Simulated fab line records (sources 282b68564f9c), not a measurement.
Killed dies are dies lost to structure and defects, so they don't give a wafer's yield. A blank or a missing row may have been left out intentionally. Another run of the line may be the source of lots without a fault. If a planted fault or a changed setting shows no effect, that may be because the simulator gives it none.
The tool behind it: which one?    flow ritCmos    14 lots with 42 wafers sampled at 4 steps, on a route of 202 steps

WHAT THE GAUGES READ, wafer by wafer
RIT_PSD_TW_MEAS_10.
lot   measured     on            PSD_TW
L322  day 3 02:59  filmMetro-02  3463 3436 3426
L324  day 3 17:56  filmMetro-04  3456 3453 3435
L325  day 3 21:26  filmMetro-03  3414 3423 3401
L326  day 4 05:21  filmMetro-02  3445 3448 3420
L328  day 4 09:20  filmMetro-02  3441 3450 3465
L329  day 4 18:24  filmMetro-02  3425 3450 3439
L330  day 4 23:31  filmMetro-03  3397 3379 3402
L332  day 5 10:20  filmMetro-02  3410 3423 3411
L333  day 5 15:02  filmMetro-02  3424 3415 3420
L335  day 5 22:25  filmMetro-03  3414 3393 3398
L339  day 6 17:02  filmMetro-03  3412 3428 3409
L340  day 6 23:46  filmMetro-04  3441 3436 3450
L342  day 7 06:53  filmMetro-04  3454 3450 3445
L343  day 7 17:43  filmMetro-03  3426 3416 3423

RIT_CONTACT_CD_MEAS_08 targets a cd of 1000 nm.
lot   measured     on        cdNm (nm)
L322  day 3 05:40  cdSem-02  1001.8 1001.3 1001.7
L324  day 3 20:46  cdSem-02  1002.1 1003.3 1003.3
L325  day 4 00:10  cdSem-02  997.1 999.5 998.6
L326  day 4 08:00  cdSem-02  1004.0 1003.4 1003.5
L328  day 4 11:58  cdSem-02  996.4 997.2 997.5
L329  day 4 20:59  cdSem-02  1002.7 999.5 999.1
L330  day 5 02:17  cdSem-02  1000.2 998.0 1000.4
L332  day 5 12:56  cdSem-02  995.2 997.2 994.9
L333  day 5 17:47  cdSem-01  1014.5 1013.7 1015.0 1014.5 1013.4 1015.2
L335  day 6 01:15  cdSem-01  995.5 998.0 997.9
L339  day 6 19:49  cdSem-02  999.5 999.4 998.8
L340  day 7 02:36  cdSem-01  1011.8 1009.9 1011.1 1011.8 1010.0 1011.0
L342  day 7 09:39  cdSem-01  1003.2 1001.8 1002.7
L343  day 7 20:26  cdSem-01  1003.8 1003.6 1003.1

EACH LOT AND THE TOOL THAT RAN IT (in order: tool; ch and the chambers of the sampled wafers; start)
lot   RIT_PWELL_STRIP_09                  RIT_CONTACT_DEVELOP_07
L322  plasmaAsher-03 ch 0,1, day 1 23:17  lithoTrack-03 ch 0, day 3 05:00
L324  plasmaAsher-01 ch 0,1, day 2 10:33  lithoTrack-04 ch 0, day 3 20:00
L325  plasmaAsher-04 ch 0,1, day 2 16:01  lithoTrack-04 ch 0, day 3 23:00
L326  plasmaAsher-03 ch 0,1, day 2 20:09  lithoTrack-02 ch 0, day 4 07:00
L328  plasmaAsher-01 ch 0,1, day 3 05:32  lithoTrack-03 ch 0, day 4 11:00
L329  plasmaAsher-03 ch 0, day 3 14:37    lithoTrack-03 ch 0, day 4 20:00
L330  plasmaAsher-01 ch 0,1, day 3 17:37  lithoTrack-03 ch 0, day 5 02:00
L332  plasmaAsher-03 ch 0,1, day 4 03:02  lithoTrack-02 ch 0, day 5 12:00
L333  plasmaAsher-03 ch 0, day 4 07:04    lithoTrack-03 ch 0, day 5 17:00
L335  plasmaAsher-03 ch 0,1, day 4 16:49  lithoTrack-04 ch 0, day 6 01:00
L339  plasmaAsher-04 ch 0,1, day 5 14:19  lithoTrack-04 ch 0, day 6 19:00
L340  plasmaAsher-03 ch 0,1, day 5 18:55  lithoTrack-03 ch 0, day 7 02:00
L342  plasmaAsher-01 ch 0,1, day 6 03:07  lithoTrack-04 ch 0, day 7 09:00
L343  plasmaAsher-03 ch 0,1, day 6 08:16  lithoTrack-02 ch 0, day 7 20:00
- RIT_PWELL_STRIP_09: strips in O2, time 180 s.
- RIT_CONTACT_DEVELOP_07: develop time 120 s.

WHAT THE TOOLS THEMSELVES READ (means of the sampled wafers that have a number; where no wafer has one, the mark that the record gives instead)
RIT_PWELL_STRIP_09.
lot   tool            drypumpMotorCurrentA (A)
L322  plasmaAsher-03  5.2
L324  plasmaAsher-01  5.8
L325  plasmaAsher-04  5.6
L326  plasmaAsher-03  5.2
L328  plasmaAsher-01  5.9
L329  plasmaAsher-03  5.1
L330  plasmaAsher-01  5.8
L332  plasmaAsher-03  5.4
L333  plasmaAsher-03  5.1
L335  plasmaAsher-03  5.4
L339  plasmaAsher-04  5.8
L340  plasmaAsher-03  5.2
L342  plasmaAsher-01  5.9
L343  plasmaAsher-03  5.2

THE ANSWER, worked out from the rows above alone
Rule: the usual values come from the lots themselves. Put in order of their means at a reading, lots are off if they are a third of the lots or fewer, leave a main group of 4 or more, and stand apart from it by a gap of 3 or more times the standard deviation of the main group's means; of several such gaps the widest counts. If all means in a main group match to the digits the tables above print for the reading, that group is not used. Also off: a lot with no number at a reading for which 4 or more lots have one. The other lots that the step has rows for count as sound. First the gauges in route order, then the tools' own readings, where a lot's mean is used as printed above. The first step at which some lot is off is used, and at that step the reading that is off furthest; a lot without a number counts as furthest.
Across all readings shown, no lot is off: no conclusion can be drawn from this.

WHAT HAD BEEN PUT IN BY THE SIMULATOR
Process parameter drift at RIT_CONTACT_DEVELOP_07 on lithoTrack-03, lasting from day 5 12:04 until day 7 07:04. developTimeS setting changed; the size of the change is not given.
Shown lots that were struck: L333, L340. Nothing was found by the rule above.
